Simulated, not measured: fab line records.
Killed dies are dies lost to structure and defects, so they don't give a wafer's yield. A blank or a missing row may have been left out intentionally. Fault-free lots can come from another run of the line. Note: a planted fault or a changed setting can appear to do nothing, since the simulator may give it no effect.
The tool behind it: which one? | flow berkeleyCmos170 | 14 lots, 42 wafers sampled, at 4 steps of a route of 331

## WHAT THE GAUGES READ, wafer by wafer
UCB170_ACTIVE_CD_MEAS_13: target cd 1200 nm.
lot  | measured    | on       | cdNm (nm)
L996 | day 4 15:04 | cdSem-01 | 1199.6 1198.3 1198.7
L997 | day 4 22:14 | cdSem-01 | 1199.4 1199.6 1199.7
L998 | day 5 04:10 | cdSem-01 | 1200.1 1199.6 1201.0
L999 | day 5 19:11 | cdSem-01 | 1199.0 1199.3 1200.8
L100 | day 5 19:01 | cdSem-01 | 1200.6 1200.5 1199.8
L101 | day 5 19:47 | cdSem-01 | 1201.1 1201.4 1201.9
L103 | day 6 10:22 | cdSem-02 | 1198.4 1200.1 1200.9
L109 | day 7 14:50 | cdSem-02 | 1199.1 1199.6 1199.6
L111 | day 7 14:31 | cdSem-01 | 1200.7 1200.4 1200.2
L113 | day 8 00:51 | cdSem-01 | 1198.0 1201.4 1198.7
L112 | day 8 00:44 | cdSem-01 | 1201.4 1200.1 1199.0
L114 | day 8 01:05 | cdSem-01 | 1200.4 1199.7 1200.2
L116 | day 9 05:02 | cdSem-01 | 1202.4 1201.3 1200.4
L119 | day 9 15:17 | cdSem-02 | 1200.8 1199.5 1200.4

UCB170_NVT_OVL_MEAS_06.
lot  | measured     | on         | NVT_OVL (nm)
L996 | day 6 05:17  | overlay-02 | 4 5 3
L997 | day 6 12:31  | overlay-02 | -3 -1 -4
L998 | day 6 15:58  | overlay-02 | -8 -5 -8
L999 | day 7 08:59  | overlay-01 | 1 2 1
L100 | day 7 09:09  | overlay-02 | 2 -3 3
L101 | day 7 09:16  | overlay-01 | 2 6 1
L103 | day 7 23:37  | overlay-01 | -3 -4 -8
L109 | day 9 11:11  | overlay-02 | 4 -1 2
L111 | day 9 11:18  | overlay-01 | 6 6 5
L113 | day 10 02:53 | overlay-02 | 0 2 -3
L112 | day 10 02:36 | overlay-02 | -2 -4 3
L114 | day 10 02:47 | overlay-01 | 2 1 7
L116 | day 11 03:31 | overlay-02 | 0 -3 -2
L119 | day 11 03:04 | overlay-02 | -9 -10 -3

UCB170_NVT_TW_MEAS_09.
lot  | measured     | on           | NVT_TW
L996 | day 6 05:35  | filmMetro-04 | 513.7 514.3 515.6
L997 | day 6 12:48  | filmMetro-04 | 515.3 516.5 515.8
L998 | day 6 16:15  | filmMetro-03 | 519.1 517.2 516.2
L999 | day 7 09:16  | filmMetro-04 | 515.2 516.2 513.2
L100 | day 7 09:26  | filmMetro-02 | 512.2 515.1 514.2
L101 | day 7 09:33  | filmMetro-04 | 516.5 517.4 514.2
L103 | day 7 23:55  | filmMetro-02 | 517.2 513.2 513.5
L109 | day 9 11:28  | filmMetro-04 | 515.4 518.1 517.0
L111 | day 9 11:36  | filmMetro-03 | 521.4 522.3 522.6
L113 | day 10 03:10 | filmMetro-03 | 519.0 519.0 515.6
L112 | day 10 02:53 | filmMetro-04 | 521.4 518.4 519.6
L114 | day 10 03:04 | filmMetro-02 | 515.7 514.7 513.6
L116 | day 11 03:49 | filmMetro-03 | 520.2 519.7 515.3
L119 | day 11 03:22 | filmMetro-02 | 512.5 514.2 511.9

## WHICH TOOL RAN EACH LOT (tool, then ch and the chambers of the sampled wafers, then the start)
lot  | UCB170_ZERO_STRIP_07
L996 | plasmaAsher-04 ch 0,1, day 1 18:16
L997 | plasmaAsher-04 ch 0, day 1 23:33
L998 | plasmaAsher-04 ch 0,1, day 2 09:02
L999 | plasmaAsher-04 ch 0, day 2 15:35
L100 | plasmaAsher-01 ch 0,1, day 2 18:51
L101 | plasmaAsher-04 ch 0,1, day 2 19:05
L103 | plasmaAsher-04 ch 0,1, day 3 10:14
L109 | plasmaAsher-01 ch 0,1, day 4 17:06
L111 | plasmaAsher-01 ch 0,1, day 4 21:49
L113 | plasmaAsher-03 ch 0,1, day 5 09:08
L112 | plasmaAsher-01 ch 0,1, day 5 09:08
L114 | plasmaAsher-01 ch 0,1, day 5 14:06
L116 | plasmaAsher-01 ch 0,1, day 6 02:30
L119 | plasmaAsher-01 ch 0,1, day 6 15:19
- UCB170_ZERO_STRIP_07: strips in O2.

## AS READ BY THE TOOLS THEMSELVES (means over the sampled wafers that have a number; for cases with no such wafer, the mark the record gives instead)
UCB170_ZERO_STRIP_07.
lot  | tool           | drypumpMotorCurrentA (A) | o2FlowSccm (sccm) | oesProductAu (a.u.) | stripTimeToEndpointS (s)
L996 | plasmaAsher-04 | 6.6                      | 400.0             | 0.725               | 21.56
L997 | plasmaAsher-04 | 6.5                      | 401.1             | 0.730               | 21.50
L998 | plasmaAsher-04 | 6.6                      | 400.1             | 0.731               | 21.48
L999 | plasmaAsher-04 | 6.5                      | 398.5             | 0.729               | 21.45
L100 | plasmaAsher-01 | 5.3                      | 399.6             | 0.733               | 21.54
L101 | plasmaAsher-04 | 6.6                      | 320.1             | 0.709               | 22.21
L103 | plasmaAsher-04 | 6.6                      | 321.1             | 0.710               | 22.12
L109 | plasmaAsher-01 | 5.3                      | 399.3             | 0.727               | 21.48
L111 | plasmaAsher-01 | 5.3                      | 400.2             | 0.728               | 21.44
L113 | plasmaAsher-03 | 5.5                      | 398.9             | 0.724               | 21.46
L112 | plasmaAsher-01 | 5.3                      | 399.8             | 0.729               | 21.42
L114 | plasmaAsher-01 | 5.3                      | 400.6             | 0.726               | 21.44
L116 | plasmaAsher-01 | 5.2                      | 400.1             | 0.724               | 21.40
L119 | plasmaAsher-01 | 5.2                      | 401.0             | 0.729               | 21.49

## THE ANSWER, worked out from the rows above alone
Rule: usual is defined by the lots themselves. The widest of any qualifying gaps counts: lots, ordered by their means at a reading, are off when they make up no more than a third of the lots, leave a main group of 4 or more, and stand apart from it by 3 or more times the standard deviation of that group's means. Not used: any main group whose means are identical at the precision the tables above print for the reading. Also off: a lot with no number at a reading for which 4 or more lots have one. All remaining lots with rows at the step are treated as sound. First the gauges in route order, then the tools' own readings, where a lot's mean is used as printed above. The first step at which some lot is off is used, and at that step the reading that is off furthest; a lot without a number counts as furthest.
Off: L101, L103 (UCB170_ZERO_STRIP_07, o2FlowSccm). Mean 399.9 sccm and standard deviation 0.75 in the main group.
If a tool, at that step or one of the process steps before it, ran each lot that is off and ran no sound lot following the first of them, it fits. One fits: plasmaAsher-04 at UCB170_ZERO_STRIP_07. A fault onset in the window from L999 (day 2 15:35, its last sound lot) to L101 (day 2 19:05, its first lot off) fits.
The tool's own readings at UCB170_ZERO_STRIP_07 bear it out: on the lots that are off they differ by more than 5 times the standard deviation of the sound lots' means. o2FlowSccm reads 320.6 sccm there against 399.9 sccm on the sound lots; oesProductAu reads 0.710 a.u. there against 0.728 a.u. on the sound lots; stripTimeToEndpointS reads 22.16 s there against 21.47 s on the sound lots.

## WHAT HAD BEEN PUT IN BY THE SIMULATOR
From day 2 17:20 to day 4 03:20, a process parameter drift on plasmaAsher-04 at UCB170_ZERO_STRIP_07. Setting o2FlowSccm, moved by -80, from 400. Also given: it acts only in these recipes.
Struck lots among those shown: L101, L103. The rule given above showed the same thing.
